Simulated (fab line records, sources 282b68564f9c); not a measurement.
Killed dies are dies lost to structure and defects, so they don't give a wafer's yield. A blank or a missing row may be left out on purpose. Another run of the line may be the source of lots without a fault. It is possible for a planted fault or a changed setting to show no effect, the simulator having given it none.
Struck lot and sound lot, side by side | flow ritCmos | 30 steps out of a route of 202
Sound: wafers L862.2, L862.5, L862.6. The struck wafers were L868.2, L868.3, L868.6. Last of all comes the cause.
For every step that has rows: the tool of each side, followed by ch and its chambers, followed by its first start. Under that, the readings that differ: sound wafers | struck wafers | difference of the means | sigmas: that difference in standard deviations of wafers without a fault.
alike: same words and numbers on both sides, and readings whose means sit less than 2 such deviations apart. not compared: any withheld reading, any reading some wafer has no value for, any bound like >300 that may hide the same value, and any number with overlapping values for which the record gives no deviation.
Wherever a step has rows on one side only, a row that says differs or no value, or a row with sigmas, the two part there. Numbers that don't overlap but have no deviation are shown without sigmas and don't part them. A reading missing from all wafers of one side parts the sides only when that side holds two or more wafers.

RIT_FOX2_THK_MEAS_01:
  struck on filmMetro-03, day 5 01:37; sound on filmMetro-04, day 3 18:28
  alike: FOX2_OXIDE_THK
then, 2 steps without rows for these wafers: RIT_FOX2_CLEAN_02 (cleans in dHF, time 180 s); RIT_FOX2_WET_ETCH_03 (etches Si3N4 in H3PO4, target depth 195 nm, time 2700 s).
RIT_FOX2_THK_MEAS_90:
  struck on filmMetro-04, day 5 02:29; sound on filmMetro-04, day 3 19:20
  alike: FIELD_OXIDE_LEFT_1_THK
then, 6 steps without rows for these wafers: RIT_NWELL_HMDS_00 (prime time 60 s); RIT_NWELL_COAT_01 (resist thk 1300 nm); RIT_NWELL_SOFTBAKE_02 (time 60 s); RIT_NWELL_EXPOSE_03 (exposes mask M2, target cd 43900 nm); RIT_NWELL_PEB_04; RIT_NWELL_DEVELOP_05 (develop time 68 s).
RIT_NWELL_OVL_MEAS_06:
  struck on overlay-01, day 5 03:25; sound on overlay-01, day 3 20:25
  alike: NWELL_OVL
then, 1 step without rows for these wafers: RIT_NWELL_HARDBAKE_07 (time 120 s).
RIT_NWELL_IMPLANT_08:
  sound on implanter-02 ch 0, day 3 20:43; struck on implanter-01 ch 0, day 5 03:44
reading          | sound                         | struck                        | difference | sigmas
doseIonsCm2      | 4.996e+13 4.998e+13 4.997e+13 | 7.108e+13 7.104e+13 7.112e+13 | +2.111e+13 | +99 or more
faradayCurrentUA | 155 161 159                   | 228 226 221                   | +67        | +22
  alike: tiltDeg
RIT_NWELL_STRIP_09: strips in O2, time 180 s.
  sound on plasmaAsher-03 ch 0,1, day 3 20:50; struck on plasmaAsher-03 ch 0,1, day 5 03:51
  alike: drypumpMotorCurrentA, rfReflPowerW
  not compared: rfHoursCounterH
RIT_NWELL_TW_MEAS_10:
  struck on filmMetro-04, day 5 04:02; sound on filmMetro-03, day 3 21:01
reading  | sound          | struck         | difference | sigmas
NWELL_TW | 2157 2168 2170 | 2380 2355 2372 | +204       | +13
then, 6 steps without rows for these wafers: RIT_PWELL_HMDS_00 (prime time 60 s); RIT_PWELL_COAT_01 (resist thk 1300 nm); RIT_PWELL_SOFTBAKE_02 (time 60 s); RIT_PWELL_EXPOSE_03 (exposes mask M3, target cd 43700 nm); RIT_PWELL_PEB_04; RIT_PWELL_DEVELOP_05 (develop time 68 s).
RIT_PWELL_OVL_MEAS_06:
  struck on overlay-01, day 5 05:09; sound on overlay-02, day 3 22:05
  alike: PWELL_OVL
then, 2 steps without rows for these wafers: RIT_PWELL_HARDBAKE_07 (time 120 s); RIT_PWELL_IMPLANT_08.
RIT_PWELL_STRIP_09: strips in O2, time 180 s.
  sound on plasmaAsher-04 ch 0,1, day 3 22:31; struck on plasmaAsher-04 ch 0,1, day 5 05:35
  alike: drypumpMotorCurrentA, rfReflPowerW
  not compared: rfHoursCounterH
RIT_PWELL_TW_MEAS_10:
  struck on filmMetro-01, day 5 05:46; sound on filmMetro-04, day 3 22:42
  alike: PWELL_TW
then, 1 step without rows for these wafers: RIT_WELLDRIVE_ANNEAL_00 (time 14700 s).
RIT_WELLDRIVE_RS_MEAS_01: a four-point-probe measurement.
  struck on filmMetro-03, day 5 11:43; sound on filmMetro-04, day 4 06:28
reading           | sound             | struck            | difference | sigmas
NWELL_RS (ohm/sq) | 275.8 276.5 274.9 | 223.8 223.4 223.5 | -52.2      | -57
RIT_WELLDRIVE_RS_MEAS_02: a four-point-probe measurement.
  struck on filmMetro-03, day 5 11:50; sound on filmMetro-04, day 4 06:35
  alike: PWELL_RS
RIT_M1_PROBE_99:
  the record holds rows for the sound wafers here (prober-01, day 6 08:15) but none for the struck ones

## WHERE THEY PART
At RIT_NWELL_IMPLANT_08 first; at RIT_M1_PROBE_99 last (within this record only).

WHY: the cause the simulator had injected
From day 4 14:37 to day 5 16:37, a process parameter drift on implanter-01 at RIT_NWELL_IMPLANT_08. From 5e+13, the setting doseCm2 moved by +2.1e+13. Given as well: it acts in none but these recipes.
